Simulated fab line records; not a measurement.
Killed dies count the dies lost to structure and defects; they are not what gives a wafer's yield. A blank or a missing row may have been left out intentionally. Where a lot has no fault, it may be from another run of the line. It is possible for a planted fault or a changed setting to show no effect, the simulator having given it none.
Matching of chambers / flow rit_cmos / 4 sister chambers for RIT_M1_STRIP_13 on wet_bench-03
The step strips in nmp, time 600 s. 8 wafers are shown with their chamber, then 7 later ones without.

== EACH WAFER AND ITS CHAMBER ==
wafer=L227.3; chamber=2; bath_guard_temp_C (C)=80.4
wafer=L227.6; chamber=2; bath_guard_temp_C (C)=80.7
wafer=L228.5; chamber=3; bath_guard_temp_C (C)=80.5
wafer=L228.6; chamber=3; bath_guard_temp_C (C)=80.3
wafer=L239.4; chamber=0; bath_guard_temp_C (C)=78.9
wafer=L239.5; chamber=0; bath_guard_temp_C (C)=78.7
wafer=L241.3; chamber=1; bath_guard_temp_C (C)=80.6
wafer=L241.5; chamber=1; bath_guard_temp_C (C)=80.6

== WAFERS WITH NO CHAMBER GIVEN ==
wafer=L241.6; bath_guard_temp_C (C)=80.9
wafer=L248.1; bath_guard_temp_C (C)=80.3
wafer=L248.4; bath_guard_temp_C (C)=80.6
wafer=L248.5; bath_guard_temp_C (C)=80.5
wafer=L249.1; bath_guard_temp_C (C)=80.3
wafer=L249.3; bath_guard_temp_C (C)=80.2
wafer=L249.5; bath_guard_temp_C (C)=80.4

== WHICH CHAMBER EACH WENT THROUGH ==
wafer=L241.6; from the rows above=can't be placed: 1 or 2 or 3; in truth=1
wafer=L248.1; from the rows above=can't be placed: 3 or 2 or 1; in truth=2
wafer=L248.4; from the rows above=can't be placed: 1 or 2 or 3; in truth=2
wafer=L248.5; from the rows above=can't be placed: 2 or 1 or 3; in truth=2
wafer=L249.1; from the rows above=can't be placed: 3 or 2 or 1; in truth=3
wafer=L249.3; from the rows above=can't be placed: 3 or 2 or 1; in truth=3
wafer=L249.5; from the rows above=can't be placed: 3 or 2 or 1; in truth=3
Correctly placed: 0 of 7. From these rows, 7 cannot be placed; in 7 the true chamber is one of the candidates. 0 placed wrongly.
How it was worked out, from the rows above alone: a wafer's distance from a chamber is the root of the sum, over the readings, of the square of ((its reading less the chamber's mean) divided by the reading's scatter). If the next closest chamber is less than 2 further off than the closest, the wafer can't be placed; otherwise it belongs to the closest. A chamber's mean is the mean of its shown wafers. The scatter: take each reading less its chamber's mean, square it, sum over the shown wafers, divide by the number of wafers less the number of chambers, and take the root.
